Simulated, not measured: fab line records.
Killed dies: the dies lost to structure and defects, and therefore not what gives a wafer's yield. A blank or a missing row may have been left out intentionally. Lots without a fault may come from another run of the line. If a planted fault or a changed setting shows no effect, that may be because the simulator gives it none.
Which tool is to blame? :: flow ritCmos :: 13 lots, 39 wafers sampled, at 3 steps of a route of 202

== WHAT THE GAUGES SHOWED, per wafer ==
RIT_NRETRO_TW_MEAS_10. Usual: for NRETRO_TW the level is 1056 and the standard deviation is 11.
lot: L402
measured: day 2 20:05
on: filmMetro-03
NRETRO_TW: 1073 1077 1068
flag: 

lot: L404
measured: day 3 04:01
on: filmMetro-04
NRETRO_TW: 1056 1053 1050
flag: 

lot: L408
measured: day 3 23:33
on: filmMetro-04
NRETRO_TW: 31 31 31
flag: OFF

lot: L412
measured: day 4 19:05
on: filmMetro-03
NRETRO_TW: 1066 1062 1066
flag: 

lot: L414
measured: day 5 06:37
on: filmMetro-03
NRETRO_TW: 1073 1068 1070
flag: 

lot: L415
measured: day 5 09:06
on: filmMetro-03
NRETRO_TW: 1074 1071 1069
flag: 

lot: L416
measured: day 5 15:47
on: filmMetro-04
NRETRO_TW: 1058 1055 1054
flag: 

lot: L417
measured: day 5 20:26
on: filmMetro-04
NRETRO_TW: 1060 1061 1057
flag: 

lot: L418
measured: day 6 02:29
on: filmMetro-01
NRETRO_TW: 1037 1037 1038
flag: 

lot: L419
measured: day 6 06:33
on: filmMetro-04
NRETRO_TW: 1060 1061 1057
flag: 

lot: L420
measured: day 6 11:32
on: filmMetro-03
NRETRO_TW: 1056 1060 1061
flag: 

lot: L421
measured: day 6 14:41
on: filmMetro-01
NRETRO_TW: 1037 1042 1040
flag: 

lot: L422
measured: day 6 21:06
on: filmMetro-03
NRETRO_TW: 1062 1062 1060
flag: 

RIT_PRETRO_TW_MEAS_10. Usual: for PRETRO_TW the level is 472 and the standard deviation is 3.4.
lot: L402
measured: day 2 21:38
on: filmMetro-02
PRETRO_TW: 472 472 472
flag: 

lot: L404
measured: day 3 05:57
on: filmMetro-01
PRETRO_TW: 470 470 469
flag: 

lot: L408
measured: day 4 01:14
on: filmMetro-02
PRETRO_TW: 60 59 63
flag: OFF

lot: L412
measured: day 4 20:46
on: filmMetro-02
PRETRO_TW: 473 471 467
flag: 

lot: L414
measured: day 5 08:18
on: filmMetro-02
PRETRO_TW: 471 470 469
flag: 

lot: L415
measured: day 5 10:47
on: filmMetro-04
PRETRO_TW: 478 477 478
flag: 

lot: L416
measured: day 5 17:20
on: filmMetro-01
PRETRO_TW: 470 470 472
flag: 

lot: L417
measured: day 5 21:59
on: filmMetro-01
PRETRO_TW: 470 472 472
flag: 

lot: L418
measured: day 6 04:08
on: filmMetro-02
PRETRO_TW: 473 473 470
flag: 

lot: L419
measured: day 6 08:14
on: filmMetro-02
PRETRO_TW: 471 474 473
flag: 

lot: L420
measured: day 6 13:05
on: filmMetro-01
PRETRO_TW: 471 473 472
flag: 

lot: L421
measured: day 6 16:22
on: filmMetro-04
PRETRO_TW: 479 480 477
flag: 

lot: L422
measured: day 6 22:46
on: filmMetro-02
PRETRO_TW: 474 475 476
flag: 

== TOOL THAT RAN EACH LOT (tool first, then ch and the chambers of the sampled wafers, then the start) ==
lot: L402
RIT_NWELL_STRIP_09: plasmaAsher-03 ch 1, day 2 10:25

lot: L404
RIT_NWELL_STRIP_09: plasmaAsher-01 ch 0,1, day 2 19:16

lot: L408
RIT_NWELL_STRIP_09: plasmaAsher-04 ch 0,1, day 3 14:49

lot: L412
RIT_NWELL_STRIP_09: plasmaAsher-01 ch 0,1, day 4 09:40

lot: L414
RIT_NWELL_STRIP_09: plasmaAsher-01 ch 0, day 4 20:47

lot: L415
RIT_NWELL_STRIP_09: plasmaAsher-01 ch 0,1, day 5 00:04

lot: L416
RIT_NWELL_STRIP_09: plasmaAsher-01 ch 0,1, day 5 07:05

lot: L417
RIT_NWELL_STRIP_09: plasmaAsher-01 ch 1, day 5 11:10

lot: L418
RIT_NWELL_STRIP_09: plasmaAsher-01 ch 0,1, day 5 17:23

lot: L419
RIT_NWELL_STRIP_09: plasmaAsher-03 ch 0,1, day 5 20:54

lot: L420
RIT_NWELL_STRIP_09: plasmaAsher-04 ch 0,1, day 6 02:04

lot: L421
RIT_NWELL_STRIP_09: plasmaAsher-01 ch 0,1, day 6 05:51

lot: L422
RIT_NWELL_STRIP_09: plasmaAsher-01 ch 0,1, day 6 11:42
- RIT_NWELL_STRIP_09: strips in O2, time 180 s.

== WHAT THE TOOLS THEMSELVES READ (means of the sampled wafers that have a number; where no wafer has one, the mark that the record gives instead) ==
RIT_NWELL_STRIP_09. Usual: drypumpMotorCurrentA 5.8 A, standard deviation 0.45; o2FlowSccm 4002 sccm, standard deviation 12; runLengthS 208.1 s, standard deviation 0.49.
lot: L402
tool: plasmaAsher-03
drypumpMotorCurrentA (A): 5.8
o2FlowSccm (sccm): 3997
runLengthS (s): 207.4
flag: 

lot: L404
tool: plasmaAsher-01
drypumpMotorCurrentA (A): 5.9
o2FlowSccm (sccm): 4007
runLengthS (s): 208.4
flag: 

lot: L408
tool: plasmaAsher-04
drypumpMotorCurrentA (A): 6.0
o2FlowSccm (sccm): 3989
runLengthS (s): 72.1
flag: OFF

lot: L412
tool: plasmaAsher-01
drypumpMotorCurrentA (A): 5.8
o2FlowSccm (sccm): 4009
runLengthS (s): 208.3
flag: 

lot: L414
tool: plasmaAsher-01
drypumpMotorCurrentA (A): 5.0
o2FlowSccm (sccm): 4001
runLengthS (s): 208.5
flag: 

lot: L415
tool: plasmaAsher-01
drypumpMotorCurrentA (A): 5.5
o2FlowSccm (sccm): 3989
runLengthS (s): 208.6
flag: 

lot: L416
tool: plasmaAsher-01
drypumpMotorCurrentA (A): 5.8
o2FlowSccm (sccm): 3986
runLengthS (s): 208.4
flag: 

lot: L417
tool: plasmaAsher-01
drypumpMotorCurrentA (A): 6.2
o2FlowSccm (sccm): 4008
runLengthS (s): 208.6
flag: 

lot: L418
tool: plasmaAsher-01
drypumpMotorCurrentA (A): 5.4
o2FlowSccm (sccm): 3989
runLengthS (s): 208.5
flag: 

lot: L419
tool: plasmaAsher-03
drypumpMotorCurrentA (A): 5.8
o2FlowSccm (sccm): 3994
runLengthS (s): 207.7
flag: 

lot: L420
tool: plasmaAsher-04
drypumpMotorCurrentA (A): 6.0
o2FlowSccm (sccm): 4018
runLengthS (s): 207.8
flag: 

lot: L421
tool: plasmaAsher-01
drypumpMotorCurrentA (A): 5.9
o2FlowSccm (sccm): 3998
runLengthS (s): 208.3
flag: 

lot: L422
tool: plasmaAsher-01
drypumpMotorCurrentA (A): 5.9
o2FlowSccm (sccm): 3995
runLengthS (s): 208.5
flag: 

== THE ANSWER, worked out from the rows above alone ==
Rule: a lot counts as off when the mean over its wafers that have a number is more than 3 standard deviations away from the usual mean. A lot without any number at a reading at which 4 lots or more have one is off too. All remaining lots with rows at the step are treated as sound. First the gauges in route order, then the tools' own readings, where a lot's mean is used as printed above. At the first step where some lot is off, the reading lying furthest off is the one used; lots without a number count as furthest.
Off: L408, at RIT_NRETRO_TW_MEAS_10 (NRETRO_TW).
If a tool, at a process step before that reading, ran all the lots that are off and no sound lot after the first of them, it fits. The gauges at RIT_NRETRO_TW_MEAS_10 aren't tried: what is off there is off at RIT_PRETRO_TW_MEAS_10 too, on other tools, and a gauge's error can't cause that. Of those tried, none fits.

== WHAT THE SIMULATOR PUT IN ==
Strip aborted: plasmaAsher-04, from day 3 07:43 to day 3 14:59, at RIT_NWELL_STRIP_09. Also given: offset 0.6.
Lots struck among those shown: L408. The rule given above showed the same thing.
